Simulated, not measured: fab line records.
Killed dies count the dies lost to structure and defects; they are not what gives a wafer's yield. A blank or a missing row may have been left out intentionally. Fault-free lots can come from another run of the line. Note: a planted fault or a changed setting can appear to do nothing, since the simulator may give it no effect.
The tool behind it: which one? ; flow berkeley cmos170 ; 16 lots with 48 wafers sampled at 2 steps, on a route of 331 steps

## WHAT THE GAUGES SHOWED, per wafer
UCB170_ACTIVE_OVL_MEAS_14. Usual: ACTIVE_OVL gives -2 nm (standard deviation 5.6).
lot;measured;on;ACTIVE_OVL (nm);flag
L385;day 4 15:10;overlay-02;3 8 5;
L386;day 4 18:16;overlay-02;-5 -4 -4;
L387;day 5 01:46;overlay-01;-3 -13 -6;
L391;day 5 16:16;overlay-01;1 -4 -5;
L389;day 5 16:49;overlay-02;-4 2 1;
L390;day 5 17:05;overlay-01;-1 3 -3;
L392;day 6 10:44;overlay-02;1 -4 2;
L394;day 6 14:59;overlay-01;-7 4 -3;
L393;day 6 15:07;overlay-02;5 -3 5;
L395;day 6 20:33;overlay-02;-210 -221 -216;OFF
L396;day 6 20:48;overlay-01;1 -1 6;
L399;day 7 03:31;overlay-02;6 -5 2;
L398;day 7 03:52;overlay-01;-222 -217 -211;OFF
L401;day 8 00:09;overlay-01;-228 -217 -215;OFF
L402;day 8 00:26;overlay-01;-210 -224 -216;OFF
L406;day 8 15:27;overlay-01;4 -12 -5;

## WHICH TOOL RAN EACH LOT (tool, then ch and the chambers of the sampled wafers, then the start)
lot;UCB170_ACTIVE_EXPOSE_10
L385;krf scanner-02 ch 0, day 4 14:37
L386;krf scanner-02 ch 0, day 4 17:45
L387;krf scanner-02 ch 0, day 5 01:16
L391;krf scanner-02 ch 0, day 5 15:33
L389;krf scanner-01 ch 0, day 5 15:59
L390;krf scanner-02 ch 0, day 5 16:15
L392;krf scanner-02 ch 0, day 6 09:49
L394;krf scanner-01 ch 0, day 6 14:29
L393;krf scanner-01 ch 0, day 6 14:37
L395;krf scanner-02 ch 0, day 6 19:53
L396;krf scanner-01 ch 0, day 6 20:08
L399;krf scanner-01 ch 0, day 7 02:55
L398;krf scanner-02 ch 0, day 7 03:22
L401;krf scanner-02 ch 0, day 7 23:22
L402;krf scanner-02 ch 0, day 7 23:31
L406;krf scanner-01 ch 0, day 8 14:36
- UCB170_ACTIVE_EXPOSE_10: exposes mask ACTIVE, target cd 1200 nm.

## WHAT THE TOOLS THEMSELVES READ (means of the sampled wafers that have a number; where no wafer has one, the mark that the record gives instead)
The record holds no such reading with a usual standard deviation.

## THE ANSWER, worked out from the rows above alone
Rule: lot off if the mean of its wafers having a number is beyond 3 standard deviations from the usual mean. A lot without any number at a reading at which 4 lots or more have one is off too. Where the step has rows for the other lots, those lots are counted as sound. First the gauges in route order, then the tools' own readings, where a lot's mean is used as printed above. At the first step where some lot is off, the reading lying furthest off is the one used; lots without a number count as furthest.
Off: at UCB170_ACTIVE_OVL_MEAS_14 (ACTIVE_OVL), L395, L398, L401, L402.
If a tool, at a process step before that reading, ran all the lots that are off and no sound lot after the first of them, it fits. The gauges at UCB170_ACTIVE_OVL_MEAS_14 are tried like those tools. One fits: UCB170_ACTIVE_EXPOSE_10 on krf scanner-02. A fault onset in the window from L392 (day 6 09:49, its last sound lot) to L395 (day 6 19:53, its first lot off) fits.

## WHAT WAS PUT IN BY THE SIMULATOR
Scanner matching overlay: krf scanner-02, from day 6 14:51 on, at UCB170_ACTIVE_EXPOSE_10. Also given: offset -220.
Struck lots among those shown: L395, L398, L401, L402. This agrees with what the rule above found.
